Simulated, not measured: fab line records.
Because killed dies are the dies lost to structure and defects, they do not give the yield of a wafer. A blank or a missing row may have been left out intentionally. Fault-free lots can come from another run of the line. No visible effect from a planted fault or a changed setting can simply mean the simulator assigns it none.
fab line records	flow rit-cmos
[record] lots = 15	wafers = 45	last-day = 7
route steps=202 shown NWELL@33
lots that met no fault: taken from a fault-free run of the same line
start-h: hours from the record's first day to the start of the lot's first wafer shown	wait-h: how many hours have passed since the lot's step before this one	" same as the row above	L1.1+2: several wafers, shown together as one row	- no value, or no start was given	* or withheld: withheld	< > ~ a bound
route shown NAME@n: a module of which the file shows steps, and the number in the route of the first	usual: the fault-free wafers' mean and standard deviation	same: alike in all rows	chamber/n: place in a boat	sites: the reading at each site	_std_site: the standard deviation of these	_edge_site: mean of outer sites minus mean of inner sites	radius-mm: for every site, how far away it sits from the centre of the wafer	mask NAME#n: copy n	behind: the last tool/chamber to shape the wafer	hold: cause of the lot's hold/its duration in hours/its outcome	device: the transistor (n, p or np) that didn't switch	end of line: tests run on the same wafers once the route is complete	step lacking rows: just its recipe	killed: not the wafer's yield, but the dies lost to structure and defects at the first sort	map: the dies of a wafer, with x for killed, . for not killed, _ for no die there
set.NAME: setting as actually run; set.NAME@STEP: the setting as run at that earlier step	model.NAME: the simulator's own value behind a step, which no gauge read
steps of the route over a sample of lots; a table a step, a row a wafer
[[steps]]
[step RIT_NWELL_DEVELOP_05]
[recipe] resist = NOVOLAK	develop-time-s = 68	dev-temp-c = 23
[usual] chill-plate-temp-C = 22.99/0.096	develop-time-s = 68/0
lot.wafer	tool	chamber	start-h	wait-h	chill-plate-temp-C	develop-time-s
L556.2	litho-track-04	0	33	-	23.04	68
L556.3	"	0	"	"	23.09	68
L556.5	"	0	"	"	22.88	68
L558.2	litho-track-02	0	42	-	23.03	68
L558.5	"	0	"	"	23.05	68
L558.6	"	0	"	"	22.98	68
L563.2	litho-track-01	-	66	-	-	-
L563.5	"	-	"	"	-	-
L563.6	"	-	"	"	-	-
L564.1	litho-track-04	-	71	-	-	-
L564.2	"	-	"	"	-	-
L564.4	"	-	"	"	-	-
L565.3	litho-track-04	-	76	-	-	-
L565.4	"	-	"	"	-	-
L565.5	"	-	"	"	-	-
L567.1	litho-track-04	0	85	-	22.83	68
L567.2	"	0	"	"	23.02	68
L567.3	"	0	"	"	23.09	68
L568.1	litho-track-01	0	92	-	22.84	68
L568.3	"	0	"	"	23.20	68
L568.6	"	0	"	"	22.87	68
L569.2	litho-track-01	0	95	-	23.10	68
L569.3	"	0	"	"	22.96	68
L569.4	"	0	"	"	22.96	68
L570.3	litho-track-02	0	102	-	22.96	68
L570.5	"	0	"	"	22.79	68
L570.6	"	0	"	"	22.70	68
L571.1	litho-track-01	0	106	-	23.05	68
L571.3	"	0	"	"	23.04	68
L571.6	"	0	"	"	23.03	68
L572.2	litho-track-01	0	112	-	22.94	68
L572.5	"	0	"	"	22.98	68
L572.6	"	0	"	"	22.95	68
L573.2	litho-track-01	0	116	-	23.06	68
L573.5	"	0	"	"	23.00	68
L573.6	"	0	"	"	22.96	68
L574.1	litho-track-01	0	121	-	23.14	68
L574.3	"	0	"	"	23.15	68
L574.4	"	0	"	"	23.05	68
L575.3	litho-track-04	0	125	-	22.84	68
L575.4	"	0	"	"	22.83	68
L575.6	"	0	"	"	22.89	68
L576.4	litho-track-04	0	131	-	23.03	68
L576.5	"	0	"	"	23.11	68
L576.6	"	0	"	"	23.02	68
[[key]]
[first-sign] step = RIT_NWELL_DEVELOP_05	reading = tool-record	direction = missing
effect none on later readings
met-at RIT_NWELL_DEVELOP_05
struck-lots L563,L564,L565
sort-left-out L563.2,L563.5,L563.6,L564.1,L564.2,L564.4,L565.3,L565.4,L565.5
tester-left-out L563,L564,L565
onset-between 33 66
[fault] kind = skipped-step-whole	tool = litho-track-01,litho-track-04	chamber = -	onset-h = 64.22	steps = RIT_NWELL_DEVELOP_05	scope = struck-lots-only
// tester-left-out: of these lots the tester's yield and bins aren't shown, on N5 and GAA mostly nor the transistor test; their killed dies are dies lost to structure and defects alone, not to doping, threshold or leakage, so they don't give the yield
// sort-left-out: the simulated sort isn't trusted on such a fault, so these wafers' sort isn't shown, and their yield isn't known
